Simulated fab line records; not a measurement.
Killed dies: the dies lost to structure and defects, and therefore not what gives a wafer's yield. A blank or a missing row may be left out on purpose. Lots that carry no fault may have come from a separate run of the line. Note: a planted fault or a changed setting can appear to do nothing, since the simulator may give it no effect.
Which tool did it? || flow berkeley_cmos170 || 14 lots with 42 wafers sampled at 6 steps, on a route of 331 steps

== WHAT THE GAUGES READ, wafer by wafer ==
UCB170_V1_BOW_MEAS_03. Usual: V1_BOW 19 um, standard deviation 7.
{"lot": "L994", "measured": "day 7 03:00", "on": "film_metro-04", "V1_BOW (um)": "25 13 19", "flag": ""}
{"lot": "L993", "measured": "day 7 03:02", "on": "film_metro-01", "V1_BOW (um)": "7 16 17", "flag": ""}
{"lot": "L995", "measured": "day 7 06:53", "on": "film_metro-04", "V1_BOW (um)": "11 16 27", "flag": ""}
{"lot": "L996", "measured": "day 8 02:34", "on": "film_metro-02", "V1_BOW (um)": "27 15 16", "flag": ""}
{"lot": "L999", "measured": "day 8 09:16", "on": "film_metro-02", "V1_BOW (um)": "18 21 24", "flag": ""}
{"lot": "L106", "measured": "day 10 01:38", "on": "film_metro-02", "V1_BOW (um)": "13 9 33", "flag": ""}
{"lot": "L109", "measured": "day 10 11:59", "on": "film_metro-01", "V1_BOW (um)": "21 23 19", "flag": ""}
{"lot": "L108", "measured": "day 10 12:00", "on": "film_metro-04", "V1_BOW (um)": "17 15 25", "flag": ""}
{"lot": "L110", "measured": "day 10 14:49", "on": "film_metro-02", "V1_BOW (um)": "10 17 20", "flag": ""}
{"lot": "L113", "measured": "day 11 06:49", "on": "film_metro-02", "V1_BOW (um)": "31 24 14", "flag": ""}
{"lot": "L111", "measured": "day 11 06:51", "on": "film_metro-04", "V1_BOW (um)": "11 20 19", "flag": ""}
{"lot": "L114", "measured": "day 11 17:24", "on": "film_metro-02", "V1_BOW (um)": "22 21 30", "flag": ""}
{"lot": "L115", "measured": "day 11 17:27", "on": "film_metro-04", "V1_BOW (um)": "34 28 18", "flag": ""}
{"lot": "L116", "measured": "day 11 21:45", "on": "film_metro-02", "V1_BOW (um)": "7 16 25", "flag": ""}

UCB170_V2_BOW_MEAS_03. Usual: V2_BOW 37 um, standard deviation 7.5.
{"lot": "L994", "measured": "day 7 11:14", "on": "film_metro-01", "V2_BOW (um)": "46 33 40", "flag": ""}
{"lot": "L993", "measured": "day 7 11:31", "on": "film_metro-01", "V2_BOW (um)": "29 38 38", "flag": ""}
{"lot": "L995", "measured": "day 7 13:25", "on": "film_metro-01", "V2_BOW (um)": "23 28 41", "flag": ""}
{"lot": "L996", "measured": "day 8 10:10", "on": "film_metro-03", "V2_BOW (um)": "43 30 31", "flag": ""}
{"lot": "L999", "measured": "day 8 18:11", "on": "film_metro-01", "V2_BOW (um)": "34 37 39", "flag": ""}
{"lot": "L106", "measured": "day 10 06:43", "on": "film_metro-02", "V2_BOW (um)": "26 23 48", "flag": ""}
{"lot": "L109", "measured": "day 10 19:00", "on": "film_metro-02", "V2_BOW (um)": "40 42 38", "flag": ""}
{"lot": "L108", "measured": "day 10 18:26", "on": "film_metro-03", "V2_BOW (um)": "36 33 43", "flag": ""}
{"lot": "L110", "measured": "day 10 20:08", "on": "film_metro-02", "V2_BOW (um)": "33 40 44", "flag": ""}
{"lot": "L113", "measured": "day 11 14:16", "on": "film_metro-02", "V2_BOW (um)": "49 42 32", "flag": ""}
{"lot": "L111", "measured": "day 11 15:10", "on": "film_metro-01", "V2_BOW (um)": "28 38 38", "flag": ""}
{"lot": "L114", "measured": "day 11 22:57", "on": "film_metro-02", "V2_BOW (um)": "45 44 53", "flag": ""}
{"lot": "L115", "measured": "day 11 23:07", "on": "film_metro-03", "V2_BOW (um)": "46 40 30", "flag": ""}
{"lot": "L116", "measured": "day 12 02:43", "on": "film_metro-01", "V2_BOW (um)": "25 35 45", "flag": ""}

UCB170_V2_CD_MEAS_90: target cd 700 nm. Usual: cd_nm 699.8 nm, standard deviation 1.3.
{"lot": "L994", "measured": "day 7 13:32", "on": "cd_sem-02", "cd_nm (nm)": "697.5 698.0 696.4", "flag": ""}
{"lot": "L993", "measured": "day 7 13:42", "on": "cd_sem-01", "cd_nm (nm)": "698.9 700.3 700.0", "flag": ""}
{"lot": "L995", "measured": "day 7 16:09", "on": "cd_sem-01", "cd_nm (nm)": "701.2 701.1 700.0", "flag": ""}
{"lot": "L996", "measured": "day 8 11:59", "on": "cd_sem-02", "cd_nm (nm)": "700.7 695.2 698.1", "flag": ""}
{"lot": "L999", "measured": "day 8 22:14", "on": "cd_sem-02", "cd_nm (nm)": "695.8 697.8 700.0", "flag": ""}
{"lot": "L106", "measured": "day 10 08:57", "on": "cd_sem-02", "cd_nm (nm)": "700.6 701.8 699.5", "flag": ""}
{"lot": "L109", "measured": "day 10 20:46", "on": "cd_sem-01", "cd_nm (nm)": "699.0 698.7 698.3", "flag": ""}
{"lot": "L108", "measured": "day 10 20:22", "on": "cd_sem-02", "cd_nm (nm)": "701.7 700.8 701.8", "flag": ""}
{"lot": "L110", "measured": "day 10 22:40", "on": "cd_sem-02", "cd_nm (nm)": "699.8 701.6 699.8", "flag": ""}
{"lot": "L113", "measured": "day 11 16:13", "on": "cd_sem-01", "cd_nm (nm)": "698.5 697.5 696.9", "flag": ""}
{"lot": "L111", "measured": "day 11 16:58", "on": "cd_sem-01", "cd_nm (nm)": "700.2 701.1 699.6", "flag": ""}
{"lot": "L114", "measured": "day 12 00:36", "on": "cd_sem-01", "cd_nm (nm)": "698.1 697.0 700.5", "flag": ""}
{"lot": "L115", "measured": "day 12 00:53", "on": "cd_sem-02", "cd_nm (nm)": "701.1 699.3 699.2", "flag": ""}
{"lot": "L116", "measured": "day 12 04:31", "on": "cd_sem-01", "cd_nm (nm)": "697.6 699.4 697.0", "flag": ""}

== TOOL THAT RAN EACH LOT (tool first, then ch and the chambers of the sampled wafers, then the start) ==
{"lot": "L994", "UCB170_M2_ETCH_17": "rie_diel-03 ch 0,1,3, day 7 10:07", "UCB170_V2_ETCH_14": "rie_diel-01 ch 0,2, day 7 13:16", "UCB170_V2_STRIP_15": "plasma_asher-04 ch 0,1, day 7 13:26"}
{"lot": "L993", "UCB170_M2_ETCH_17": "rie_diel-01 ch 0,1,2, day 7 10:23", "UCB170_V2_ETCH_14": "rie_diel-02 ch 2,3, day 7 13:23", "UCB170_V2_STRIP_15": "plasma_asher-03 ch 0,1, day 7 13:36"}
{"lot": "L995", "UCB170_M2_ETCH_17": "rie_diel-03 ch 0,1, day 7 12:25", "UCB170_V2_ETCH_14": "rie_diel-04 ch 0,3, day 7 15:51", "UCB170_V2_STRIP_15": "plasma_asher-04 ch 0,1, day 7 16:02"}
{"lot": "L996", "UCB170_M2_ETCH_17": "rie_diel-02 ch 1,2, day 8 08:59", "UCB170_V2_ETCH_14": "rie_diel-04 ch 0,2, day 8 11:43", "UCB170_V2_STRIP_15": "plasma_asher-01 ch 0,1, day 8 11:53"}
{"lot": "L999", "UCB170_M2_ETCH_17": "rie_diel-01 ch 0,1,2, day 8 17:05", "UCB170_V2_ETCH_14": "rie_diel-04 ch 2,3, day 8 21:53", "UCB170_V2_STRIP_15": "plasma_asher-03 ch 0,1, day 8 22:06"}
{"lot": "L106", "UCB170_M2_ETCH_17": "rie_diel-01 ch 1,2,3, day 10 05:45", "UCB170_V2_ETCH_14": "rie_diel-01 ch 0,2, day 10 08:40", "UCB170_V2_STRIP_15": "plasma_asher-04 ch 0,1, day 10 08:51"}
{"lot": "L109", "UCB170_M2_ETCH_17": "rie_diel-02 ch 0,1, day 10 18:01", "UCB170_V2_ETCH_14": "rie_diel-01 ch 2,3, day 10 20:28", "UCB170_V2_STRIP_15": "plasma_asher-03 ch 0,1, day 10 20:39"}
{"lot": "L108", "UCB170_M2_ETCH_17": "rie_diel-01 ch 1,2, day 10 17:26", "UCB170_V2_ETCH_14": "rie_diel-02 ch 0,1,2, day 10 20:03", "UCB170_V2_STRIP_15": "plasma_asher-01 ch 0,1, day 10 20:16"}
{"lot": "L110", "UCB170_M2_ETCH_17": "rie_diel-01 ch 0,1,2, day 10 19:10", "UCB170_V2_ETCH_14": "rie_diel-01 ch 0,1,3, day 10 22:22", "UCB170_V2_STRIP_15": "plasma_asher-01 ch 0,1, day 10 22:33"}
{"lot": "L113", "UCB170_M2_ETCH_17": "rie_diel-01 ch 0,1,2, day 11 13:17", "UCB170_V2_ETCH_14": "rie_diel-01 ch 0,1,2, day 11 15:56", "UCB170_V2_STRIP_15": "plasma_asher-03 ch 0,1, day 11 16:07"}
{"lot": "L111", "UCB170_M2_ETCH_17": "rie_diel-03 ch 0,2,3, day 11 14:09", "UCB170_V2_ETCH_14": "rie_diel-01 ch 0,1,2, day 11 16:38", "UCB170_V2_STRIP_15": "plasma_asher-01 ch 0,1, day 11 16:51"}
{"lot": "L114", "UCB170_M2_ETCH_17": "rie_diel-01 ch 0,1,3, day 11 21:59", "UCB170_V2_ETCH_14": "rie_diel-02 ch 0,1,2, day 12 00:19", "UCB170_V2_STRIP_15": "plasma_asher-03 ch 0,1, day 12 00:30"}
{"lot": "L115", "UCB170_M2_ETCH_17": "rie_diel-02 ch 1,3, day 11 22:08", "UCB170_V2_ETCH_14": "rie_diel-01 ch 0,1,3, day 12 00:35", "UCB170_V2_STRIP_15": "plasma_asher-03 ch 0,1, day 12 00:46"}
{"lot": "L116", "UCB170_M2_ETCH_17": "rie_diel-02 ch 0,2, day 12 01:44", "UCB170_V2_ETCH_14": "rie_diel-02 ch 0,3, day 12 04:13", "UCB170_V2_STRIP_15": "plasma_asher-01 ch 0,1, day 12 04:24"}
- UCB170_M2_ETCH_17: etches BARC in N2/H2.
- UCB170_V2_ETCH_14: etches SiO2 in CHF3/CF4/Ar, stops on Al, target depth 1250 nm, time 291 s.
- UCB170_V2_STRIP_15: strips in O2.

== AS READ BY THE TOOLS THEMSELVES (means over the sampled wafers that have a number; for cases with no such wafer, the mark the record gives instead) ==
UCB170_M2_ETCH_17. Usual: chamber_pressure_mTorr 30.000 mTorr, standard deviation 0.028; drypump_motor_current_A 5.8 A, standard deviation 0.5; h2_flow_sccm 200.0 sccm, standard deviation 0.61; oes_product_au 1.006 a.u., standard deviation 0.014; throttle_valve_pct 13.20 %, standard deviation 0.24.
{"lot": "L994", "tool": "rie_diel-03", "chamber_pressure_mTorr (mTorr)": 29.977, "drypump_motor_current_A (A)": 5.5, "h2_flow_sccm (sccm)": 199.7, "oes_product_au (a.u.)": 0.997, "throttle_valve_pct (%)": 13.44, "flag": ""}
{"lot": "L993", "tool": "rie_diel-01", "chamber_pressure_mTorr (mTorr)": 29.998, "drypump_motor_current_A (A)": 5.8, "h2_flow_sccm (sccm)": 200.1, "oes_product_au (a.u.)": 1.007, "throttle_valve_pct (%)": 13.21, "flag": ""}
{"lot": "L995", "tool": "rie_diel-03", "chamber_pressure_mTorr (mTorr)": 30.003, "drypump_motor_current_A (A)": 5.4, "h2_flow_sccm (sccm)": 199.7, "oes_product_au (a.u.)": 1.007, "throttle_valve_pct (%)": 13.49, "flag": ""}
{"lot": "L996", "tool": "rie_diel-02", "chamber_pressure_mTorr (mTorr)": 30.004, "drypump_motor_current_A (A)": 6.2, "h2_flow_sccm (sccm)": 199.7, "oes_product_au (a.u.)": 1.004, "throttle_valve_pct (%)": 13.14, "flag": ""}
{"lot": "L999", "tool": "rie_diel-01", "chamber_pressure_mTorr (mTorr)": 30.016, "drypump_motor_current_A (A)": 5.8, "h2_flow_sccm (sccm)": 199.6, "oes_product_au (a.u.)": 1.011, "throttle_valve_pct (%)": 13.21, "flag": ""}
{"lot": "L106", "tool": "rie_diel-01", "chamber_pressure_mTorr (mTorr)": 30.000, "drypump_motor_current_A (A)": 5.9, "h2_flow_sccm (sccm)": 200.0, "oes_product_au (a.u.)": 1.005, "throttle_valve_pct (%)": 13.08, "flag": ""}
{"lot": "L109", "tool": "rie_diel-02", "chamber_pressure_mTorr (mTorr)": 30.019, "drypump_motor_current_A (A)": 5.6, "h2_flow_sccm (sccm)": 200.6, "oes_product_au (a.u.)": 0.997, "throttle_valve_pct (%)": 13.28, "flag": ""}
{"lot": "L108", "tool": "rie_diel-01", "chamber_pressure_mTorr (mTorr)": 29.977, "drypump_motor_current_A (A)": 6.1, "h2_flow_sccm (sccm)": 200.1, "oes_product_au (a.u.)": 1.003, "throttle_valve_pct (%)": 13.07, "flag": ""}
{"lot": "L110", "tool": "rie_diel-01", "chamber_pressure_mTorr (mTorr)": 30.005, "drypump_motor_current_A (A)": 5.8, "h2_flow_sccm (sccm)": 199.8, "oes_product_au (a.u.)": 1.011, "throttle_valve_pct (%)": 13.21, "flag": ""}
{"lot": "L113", "tool": "rie_diel-01", "chamber_pressure_mTorr (mTorr)": 30.000, "drypump_motor_current_A (A)": 5.8, "h2_flow_sccm (sccm)": 200.0, "oes_product_au (a.u.)": 1.010, "throttle_valve_pct (%)": 13.22, "flag": ""}
{"lot": "L111", "tool": "rie_diel-03", "chamber_pressure_mTorr (mTorr)": 29.997, "drypump_motor_current_A (A)": 5.6, "h2_flow_sccm (sccm)": 200.7, "oes_product_au (a.u.)": 1.002, "throttle_valve_pct (%)": 13.21, "flag": ""}
{"lot": "L114", "tool": "rie_diel-01", "chamber_pressure_mTorr (mTorr)": 30.018, "drypump_motor_current_A (A)": 5.6, "h2_flow_sccm (sccm)": 199.9, "oes_product_au (a.u.)": 1.011, "throttle_valve_pct (%)": 13.21, "flag": ""}
{"lot": "L115", "tool": "rie_diel-02", "chamber_pressure_mTorr (mTorr)": 29.994, "drypump_motor_current_A (A)": 5.3, "h2_flow_sccm (sccm)": 199.4, "oes_product_au (a.u.)": 1.013, "throttle_valve_pct (%)": 12.95, "flag": ""}
{"lot": "L116", "tool": "rie_diel-02", "chamber_pressure_mTorr (mTorr)": 30.003, "drypump_motor_current_A (A)": 6.4, "h2_flow_sccm (sccm)": 199.8, "oes_product_au (a.u.)": 1.000, "throttle_valve_pct (%)": 13.33, "flag": ""}

UCB170_V2_ETCH_14. Usual: chamber_pressure_mTorr 200.01 mTorr, standard deviation 0.18; drypump_motor_current_A 5.8 A, standard deviation 0.49; mfc_ar_sccm 150.0 sccm, standard deviation 0.49; oes_product_au 0.879 a.u., standard deviation 0.0092; throttle_valve_pct 6.89 %, standard deviation 0.12.
{"lot": "L994", "tool": "rie_diel-01", "chamber_pressure_mTorr (mTorr)": 200.14, "drypump_motor_current_A (A)": 6.2, "mfc_ar_sccm (sccm)": 150.0, "oes_product_au (a.u.)": 0.882, "throttle_valve_pct (%)": 6.79, "flag": ""}
{"lot": "L993", "tool": "rie_diel-02", "chamber_pressure_mTorr (mTorr)": 200.08, "drypump_motor_current_A (A)": 5.9, "mfc_ar_sccm (sccm)": 150.2, "oes_product_au (a.u.)": 0.878, "throttle_valve_pct (%)": 6.84, "flag": ""}
{"lot": "L995", "tool": "rie_diel-04", "chamber_pressure_mTorr (mTorr)": 199.95, "drypump_motor_current_A (A)": 5.4, "mfc_ar_sccm (sccm)": 149.4, "oes_product_au (a.u.)": 0.891, "throttle_valve_pct (%)": 6.94, "flag": ""}
{"lot": "L996", "tool": "rie_diel-04", "chamber_pressure_mTorr (mTorr)": 200.05, "drypump_motor_current_A (A)": 5.9, "mfc_ar_sccm (sccm)": 149.7, "oes_product_au (a.u.)": 0.846, "throttle_valve_pct (%)": 6.96, "flag": "OFF"}
{"lot": "L999", "tool": "rie_diel-04", "chamber_pressure_mTorr (mTorr)": 200.03, "drypump_motor_current_A (A)": 5.4, "mfc_ar_sccm (sccm)": 150.3, "oes_product_au (a.u.)": 0.822, "throttle_valve_pct (%)": 7.05, "flag": "OFF"}
{"lot": "L106", "tool": "rie_diel-01", "chamber_pressure_mTorr (mTorr)": 200.20, "drypump_motor_current_A (A)": 6.2, "mfc_ar_sccm (sccm)": 150.2, "oes_product_au (a.u.)": 0.880, "throttle_valve_pct (%)": 6.78, "flag": ""}
{"lot": "L109", "tool": "rie_diel-01", "chamber_pressure_mTorr (mTorr)": 200.04, "drypump_motor_current_A (A)": 6.3, "mfc_ar_sccm (sccm)": 149.8, "oes_product_au (a.u.)": 0.884, "throttle_valve_pct (%)": 6.74, "flag": ""}
{"lot": "L108", "tool": "rie_diel-02", "chamber_pressure_mTorr (mTorr)": 199.91, "drypump_motor_current_A (A)": 5.9, "mfc_ar_sccm (sccm)": 150.1, "oes_product_au (a.u.)": 0.873, "throttle_valve_pct (%)": 6.90, "flag": ""}
{"lot": "L110", "tool": "rie_diel-01", "chamber_pressure_mTorr (mTorr)": 199.90, "drypump_motor_current_A (A)": 5.6, "mfc_ar_sccm (sccm)": 150.4, "oes_product_au (a.u.)": 0.875, "throttle_valve_pct (%)": 6.86, "flag": ""}
{"lot": "L113", "tool": "rie_diel-01", "chamber_pressure_mTorr (mTorr)": 199.85, "drypump_motor_current_A (A)": 5.8, "mfc_ar_sccm (sccm)": 150.6, "oes_product_au (a.u.)": 0.883, "throttle_valve_pct (%)": 6.86, "flag": ""}
{"lot": "L111", "tool": "rie_diel-01", "chamber_pressure_mTorr (mTorr)": 200.06, "drypump_motor_current_A (A)": 5.8, "mfc_ar_sccm (sccm)": 149.5, "oes_product_au (a.u.)": 0.880, "throttle_valve_pct (%)": 6.87, "flag": ""}
{"lot": "L114", "tool": "rie_diel-02", "chamber_pressure_mTorr (mTorr)": 199.87, "drypump_motor_current_A (A)": 5.8, "mfc_ar_sccm (sccm)": 150.0, "oes_product_au (a.u.)": 0.872, "throttle_valve_pct (%)": 6.89, "flag": ""}
{"lot": "L115", "tool": "rie_diel-01", "chamber_pressure_mTorr (mTorr)": 199.90, "drypump_motor_current_A (A)": 5.6, "mfc_ar_sccm (sccm)": 149.8, "oes_product_au (a.u.)": 0.872, "throttle_valve_pct (%)": 6.86, "flag": ""}
{"lot": "L116", "tool": "rie_diel-02", "chamber_pressure_mTorr (mTorr)": 199.92, "drypump_motor_current_A (A)": 5.6, "mfc_ar_sccm (sccm)": 150.0, "oes_product_au (a.u.)": 0.886, "throttle_valve_pct (%)": 6.89, "flag": ""}

UCB170_V2_STRIP_15. Usual: chamber_pressure_mTorr 3500 mTorr, standard deviation 3.5; drypump_motor_current_A 5.8 A, standard deviation 0.56; oes_product_au 0.720 a.u., standard deviation 0.0048; strip_time_to_endpoint_s 15.38 s, standard deviation 0.11.
{"lot": "L994", "tool": "plasma_asher-04", "chamber_pressure_mTorr (mTorr)": 3500, "drypump_motor_current_A (A)": 5.6, "oes_product_au (a.u.)": 0.722, "strip_time_to_endpoint_s (s)": 15.25, "flag": ""}
{"lot": "L993", "tool": "plasma_asher-03", "chamber_pressure_mTorr (mTorr)": 3500, "drypump_motor_current_A (A)": 5.7, "oes_product_au (a.u.)": 0.723, "strip_time_to_endpoint_s (s)": 15.38, "flag": ""}
{"lot": "L995", "tool": "plasma_asher-04", "chamber_pressure_mTorr (mTorr)": 3500, "drypump_motor_current_A (A)": 5.6, "oes_product_au (a.u.)": 0.716, "strip_time_to_endpoint_s (s)": 15.54, "flag": ""}
{"lot": "L996", "tool": "plasma_asher-01", "chamber_pressure_mTorr (mTorr)": 3499, "drypump_motor_current_A (A)": 6.1, "oes_product_au (a.u.)": 0.718, "strip_time_to_endpoint_s (s)": 16.01, "flag": "OFF"}
{"lot": "L999", "tool": "plasma_asher-03", "chamber_pressure_mTorr (mTorr)": 3499, "drypump_motor_current_A (A)": 5.7, "oes_product_au (a.u.)": 0.724, "strip_time_to_endpoint_s (s)": 16.89, "flag": "OFF"}
{"lot": "L106", "tool": "plasma_asher-04", "chamber_pressure_mTorr (mTorr)": 3500, "drypump_motor_current_A (A)": 5.1, "oes_product_au (a.u.)": 0.717, "strip_time_to_endpoint_s (s)": 15.42, "flag": ""}
{"lot": "L109", "tool": "plasma_asher-03", "chamber_pressure_mTorr (mTorr)": 3497, "drypump_motor_current_A (A)": 5.9, "oes_product_au (a.u.)": 0.722, "strip_time_to_endpoint_s (s)": 15.28, "flag": ""}
{"lot": "L108", "tool": "plasma_asher-01", "chamber_pressure_mTorr (mTorr)": 3501, "drypump_motor_current_A (A)": 5.7, "oes_product_au (a.u.)": 0.720, "strip_time_to_endpoint_s (s)": 15.34, "flag": ""}
{"lot": "L110", "tool": "plasma_asher-01", "chamber_pressure_mTorr (mTorr)": 3502, "drypump_motor_current_A (A)": 5.8, "oes_product_au (a.u.)": 0.719, "strip_time_to_endpoint_s (s)": 15.40, "flag": ""}
{"lot": "L113", "tool": "plasma_asher-03", "chamber_pressure_mTorr (mTorr)": 3498, "drypump_motor_current_A (A)": 5.9, "oes_product_au (a.u.)": 0.717, "strip_time_to_endpoint_s (s)": 15.37, "flag": ""}
{"lot": "L111", "tool": "plasma_asher-01", "chamber_pressure_mTorr (mTorr)": 3501, "drypump_motor_current_A (A)": 5.8, "oes_product_au (a.u.)": 0.720, "strip_time_to_endpoint_s (s)": 15.28, "flag": ""}
{"lot": "L114", "tool": "plasma_asher-03", "chamber_pressure_mTorr (mTorr)": 3498, "drypump_motor_current_A (A)": 5.7, "oes_product_au (a.u.)": 0.721, "strip_time_to_endpoint_s (s)": 15.22, "flag": ""}
{"lot": "L115", "tool": "plasma_asher-03", "chamber_pressure_mTorr (mTorr)": 3504, "drypump_motor_current_A (A)": 6.0, "oes_product_au (a.u.)": 0.720, "strip_time_to_endpoint_s (s)": 15.35, "flag": ""}
{"lot": "L116", "tool": "plasma_asher-01", "chamber_pressure_mTorr (mTorr)": 3500, "drypump_motor_current_A (A)": 5.8, "oes_product_au (a.u.)": 0.720, "strip_time_to_endpoint_s (s)": 15.47, "flag": ""}

== THE ANSWER, worked out from the rows above alone ==
Rule: take the mean of a lot's wafers that have a number; if it is more than 3 standard deviations from the usual mean, the lot is off. Also off: a lot with no number at a reading for which 4 or more lots have one. All remaining lots with rows at the step are treated as sound. First the gauges in route order, then the tools' own readings, where a lot's mean is used as printed above. At the first step where some lot is off, the reading lying furthest off is the one used; lots without a number count as furthest.
Off: L996, L999 (UCB170_V2_ETCH_14, oes_product_au).
A tool fits if, at that step or a process step before it, it ran every lot that is off, and no sound lot after the first of them. One candidate fits, namely rie_diel-04 at UCB170_V2_ETCH_14. Its last sound lot is L995 (day 7 15:51), its first lot that is off L996 (day 8 11:43): a fault that began between those two fits.
On the lots that are off, the tool's own readings at UCB170_V2_ETCH_14 differ by more than 5 times the standard deviation of the sound lots' means, which bears it out; oes_product_au reads 0.834 a.u. there versus 0.880 a.u. on the sound lots.

== WHAT THE SIMULATOR PUT IN ==
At UCB170_V2_ETCH_14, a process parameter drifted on rie_diel-04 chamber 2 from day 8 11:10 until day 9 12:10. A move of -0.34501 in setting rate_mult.
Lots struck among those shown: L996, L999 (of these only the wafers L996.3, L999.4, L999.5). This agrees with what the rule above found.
